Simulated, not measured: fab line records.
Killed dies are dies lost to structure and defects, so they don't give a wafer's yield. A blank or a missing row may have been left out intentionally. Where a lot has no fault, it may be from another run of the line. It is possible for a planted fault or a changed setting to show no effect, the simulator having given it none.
Tool commonality check || flow rit_cmos || 48 wafers sampled across 14 lots

## REASON IT WAS OPENED
Of 14 lots, 2 have the reading NWELL_TW flagged at RIT_NWELL_TW_MEAS_10. Fault-free wafers read 2158, with a standard deviation of 11.
Rule: a lot gets a flag if all its wafers with a number sit over 4 standard deviations from that mean, or if no wafer of it has a number. As for the other lots, they are considered sound.

{"lot": "L996", "measured": "day 2 03:11", "on": "film_metro-03", "NWELL_TW, wafer by wafer": "2172 2153 2166", "flag": ""}
{"lot": "L997", "measured": "day 2 07:24", "on": "film_metro-03", "NWELL_TW, wafer by wafer": "2165 2169 2153", "flag": ""}
{"lot": "L998", "measured": "day 2 12:08", "on": "film_metro-03", "NWELL_TW, wafer by wafer": "2164 2172 2160", "flag": ""}
{"lot": "L999", "measured": "day 2 16:56", "on": "film_metro-03", "NWELL_TW, wafer by wafer": "2152 2164 2166", "flag": ""}
{"lot": "L100", "measured": "day 2 21:55", "on": "film_metro-01", "NWELL_TW, wafer by wafer": "2163 2160 2149", "flag": ""}
{"lot": "L103", "measured": "day 3 13:25", "on": "film_metro-03", "NWELL_TW, wafer by wafer": "2171 2156 2160", "flag": ""}
{"lot": "L107", "measured": "day 4 08:59", "on": "film_metro-03", "NWELL_TW, wafer by wafer": "1995 2009 1993 2000 1993 1992", "flag": "FLAGGED"}
{"lot": "L108", "measured": "day 4 13:57", "on": "film_metro-01", "NWELL_TW, wafer by wafer": "2028 2019 2020 2012 2019 2025", "flag": "FLAGGED"}
{"lot": "L112", "measured": "day 5 11:39", "on": "film_metro-03", "NWELL_TW, wafer by wafer": "2162 2148 2153", "flag": ""}
{"lot": "L113", "measured": "day 5 15:45", "on": "film_metro-01", "NWELL_TW, wafer by wafer": "2172 2158 2160", "flag": ""}
{"lot": "L114", "measured": "day 5 19:46", "on": "film_metro-01", "NWELL_TW, wafer by wafer": "2158 2158 2156", "flag": ""}
{"lot": "L115", "measured": "day 6 00:56", "on": "film_metro-04", "NWELL_TW, wafer by wafer": "2173 2160 2152", "flag": ""}
{"lot": "L117", "measured": "day 6 12:20", "on": "film_metro-01", "NWELL_TW, wafer by wafer": "2153 2157 2171", "flag": ""}
{"lot": "L118", "measured": "day 6 17:33", "on": "film_metro-01", "NWELL_TW, wafer by wafer": "2162 2166 2159", "flag": ""}
Average over the flagged lots: 2009; offset from the usual -149, equal to -14 standard deviations.

## TOOL THAT RAN EACH LOT
The record holds 1 process step before the reading, out of a route of 202 steps. Read each cell as the tool, then ch plus the chambers that the sampled wafers visited, then the start.
{"lot": "L996", "flag": "", "RIT_NWELL_IMPLANT_08": "implanter-01 ch 0, day 2 02:53"}
{"lot": "L997", "flag": "", "RIT_NWELL_IMPLANT_08": "implanter-01 ch 0, day 2 07:05"}
{"lot": "L998", "flag": "", "RIT_NWELL_IMPLANT_08": "implanter-04 ch 0, day 2 11:49"}
{"lot": "L999", "flag": "", "RIT_NWELL_IMPLANT_08": "implanter-04 ch 0, day 2 16:39"}
{"lot": "L100", "flag": "", "RIT_NWELL_IMPLANT_08": "implanter-02 ch 0, day 2 21:35"}
{"lot": "L103", "flag": "", "RIT_NWELL_IMPLANT_08": "implanter-01 ch 0, day 3 13:06"}
{"lot": "L107", "flag": "FLAGGED", "RIT_NWELL_IMPLANT_08": "implanter-04 ch 0, day 4 08:41"}
{"lot": "L108", "flag": "FLAGGED", "RIT_NWELL_IMPLANT_08": "implanter-04 ch 0, day 4 13:37"}
{"lot": "L112", "flag": "", "RIT_NWELL_IMPLANT_08": "implanter-01 ch 0, day 5 11:21"}
{"lot": "L113", "flag": "", "RIT_NWELL_IMPLANT_08": "implanter-01 ch 0, day 5 15:28"}
{"lot": "L114", "flag": "", "RIT_NWELL_IMPLANT_08": "implanter-01 ch 0, day 5 19:29"}
{"lot": "L115", "flag": "", "RIT_NWELL_IMPLANT_08": "implanter-01 ch 0, day 6 00:37"}
{"lot": "L117", "flag": "", "RIT_NWELL_IMPLANT_08": "implanter-02 ch 0, day 6 12:01"}
{"lot": "L118", "flag": "", "RIT_NWELL_IMPLANT_08": "implanter-02 ch 0, day 6 17:15"}
These steps, and what they do:
- RIT_NWELL_IMPLANT_08
- RIT_NWELL_TW_MEAS_10

## FLAGGED AGAINST TOTAL, ONE TOOL AT A TIME (gauges that did the reading follow at the end)
{"step": "RIT_NWELL_IMPLANT_08", "tool": "implanter-01", "lots run": 7, "flagged": 0, "share of the flagged lots": "none", "sound lots run after its first flagged lot": "-"}
{"step": "RIT_NWELL_IMPLANT_08", "tool": "implanter-02", "lots run": 3, "flagged": 0, "share of the flagged lots": "none", "sound lots run after its first flagged lot": "-"}
{"step": "RIT_NWELL_IMPLANT_08", "tool": "implanter-04", "lots run": 4, "flagged": 2, "share of the flagged lots": "all", "sound lots run after its first flagged lot": 0}
{"step": "RIT_NWELL_TW_MEAS_10", "tool": "film_metro-01", "lots run": 6, "flagged": 1, "share of the flagged lots": "some", "sound lots run after its first flagged lot": "4 (L113,L114,L117,L118)"}
{"step": "RIT_NWELL_TW_MEAS_10", "tool": "film_metro-03", "lots run": 7, "flagged": 1, "share of the flagged lots": "some", "sound lots run after its first flagged lot": "1 (L112)"}
{"step": "RIT_NWELL_TW_MEAS_10", "tool": "film_metro-04", "lots run": 1, "flagged": 0, "share of the flagged lots": "none", "sound lots run after its first flagged lot": "-"}

## THE TABLE: WHAT IT ALLOWS
All flagged lots share 1 row of the table, namely implanter-04 at RIT_NWELL_IMPLANT_08.
- implanter-04 at RIT_NWELL_IMPLANT_08 ran 4 lots, 2 of them flagged. A fault beginning between L999 (day 2 16:39), its last sound lot, and L107 (day 4 08:41), its first flagged one, fits the data. Its own readings lie more than 4 standard deviations out on every wafer of the flagged lots: beam_on_s, faraday_current_uA.
Left over: one tool, implanter-04 at RIT_NWELL_IMPLANT_08.

## WHAT THE SIMULATOR HAD PUT IN
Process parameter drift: implanter-04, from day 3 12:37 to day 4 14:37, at RIT_NWELL_IMPLANT_08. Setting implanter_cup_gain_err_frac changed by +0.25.
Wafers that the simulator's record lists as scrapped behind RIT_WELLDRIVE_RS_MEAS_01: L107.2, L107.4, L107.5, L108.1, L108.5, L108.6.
Shown lots that were struck: L107, L108. The rule above reached the same finding.
